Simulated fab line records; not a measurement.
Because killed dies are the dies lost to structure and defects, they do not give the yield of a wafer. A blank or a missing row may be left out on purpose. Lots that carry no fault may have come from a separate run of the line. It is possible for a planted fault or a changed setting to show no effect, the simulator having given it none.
Problem report, 8D (eight disciplines) form, completed by code :: flow ritCmos :: the parts of the form that need people (team, actions taken, sign-off) are left out

== 1. THE PROBLEM ==
Wafers free of any fault read 249.8 nm (standard deviation 2.3) for GATE_POLY_THK at RIT_GATE_THK_MEAS_09, against a mean of 271.2 nm on 6 wafers of 2 lots. That is +9.3 standard deviations from the usual mean.
Earliest sighting: wafer L459.1 on filmMetro-02 at day 4 22:17. The record holds 30 wafers of 10 lots with a number at this step. By rule, "out" or "out of limits" means more than 4 standard deviations away from the usual mean. All remaining wafers that have a number are taken as sound.

== 2. WHAT IT IS, WHAT IT ISN'T ==
question: which readings at this step
is: GATE_POLY_THK
is not: -

question: which lots
is: L459, L461
is not: L448, L449, L462, L463, L464, L466, L467, L468

question: which wafers of those lots
is: all that have a number
is not: -

question: read on which gauges
is: filmMetro-02
is not: filmMetro-01

question: when
is: from day 4 22:17
is not: up to then (6 sound wafers); but 18 sound wafers of L462, L463, L464, L466, L467, L468 came after

== 3. SUSPECTS, AND WHAT RULES EACH OUT ==
Counting: any tool at a process step up to the reading is kept as a suspect provided that every lot that is out went through it and no sound lot did after the first of them.
- the gauge at RIT_GATE_THK_MEAS_09: kept. All the wafers that are out were read on filmMetro-02, and no step on other tools shows them out.
- lpcvd-01 at RIT_GATE_CVD_08 (deposits poly-Si from SiH4, target thk 250 nm, time 2220 s): kept. All lots that are out passed through it, beginning with L459 at day 4 20:40, and no sound lot followed; its final sound lot before that point was L448 at day 2 20:44.
What counting leaves: lpcvd-01 at RIT_GATE_CVD_08 and filmMetro-02 at RIT_GATE_THK_MEAS_09.

== 4. THE CAUSE (what the simulator had put in) ==
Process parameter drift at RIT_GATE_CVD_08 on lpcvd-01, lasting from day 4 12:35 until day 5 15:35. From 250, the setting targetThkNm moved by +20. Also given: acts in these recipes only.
Counting left 2 suspects, and this tool is among them.

== 5. SEQUENCE OF EFFECTS, ordered by route ==
One row per reading whose mean, taken over the struck wafers that have a number, lies over 3 standard deviations from the usual. Only readings for which the record gives a usual standard deviation are gone through. hours: the time from each lot's start at the first step in this table that gives one to its start at this step, as a median over the lots. sigmas: the change in usual standard deviations.
hours: 0
step: RIT_GATE_THK_MEAS_09
reading: GATE_POLY_THK
usual: 249.8 nm
on struck wafers: 271.2
change: +21.4
sigmas: +9.3

hours: 1
step: RIT_GATE_ETCH_19
reading: oesProductAu
usual: 0.849 a.u.
on struck wafers: 0.903
change: +0.054
sigmas: +3.6
Its process steps:
- RIT_GATE_ETCH_19: etches poly-Si in SF6/CHF3/O2, stops on SiO2, time 165 s, target depth 312.5 nm.

== 6. HOW IT WOULD HAVE BEEN CAUGHT EARLIER ==
The first out-of-limits reading at a measuring or inspecting step in this record came at day 4 22:17, 10 hours after the fault's start at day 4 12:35.
No tool reading at RIT_GATE_CVD_08 that has a usual standard deviation in the record was out on any struck wafer, so an alarm limit of 4 standard deviations on those readings would not have fired.
Of the lots that are out (2), L461 began RIT_GATE_CVD_08 on lpcvd-01 after day 4 22:17. A tool hold placed at that time would have kept it from harm.
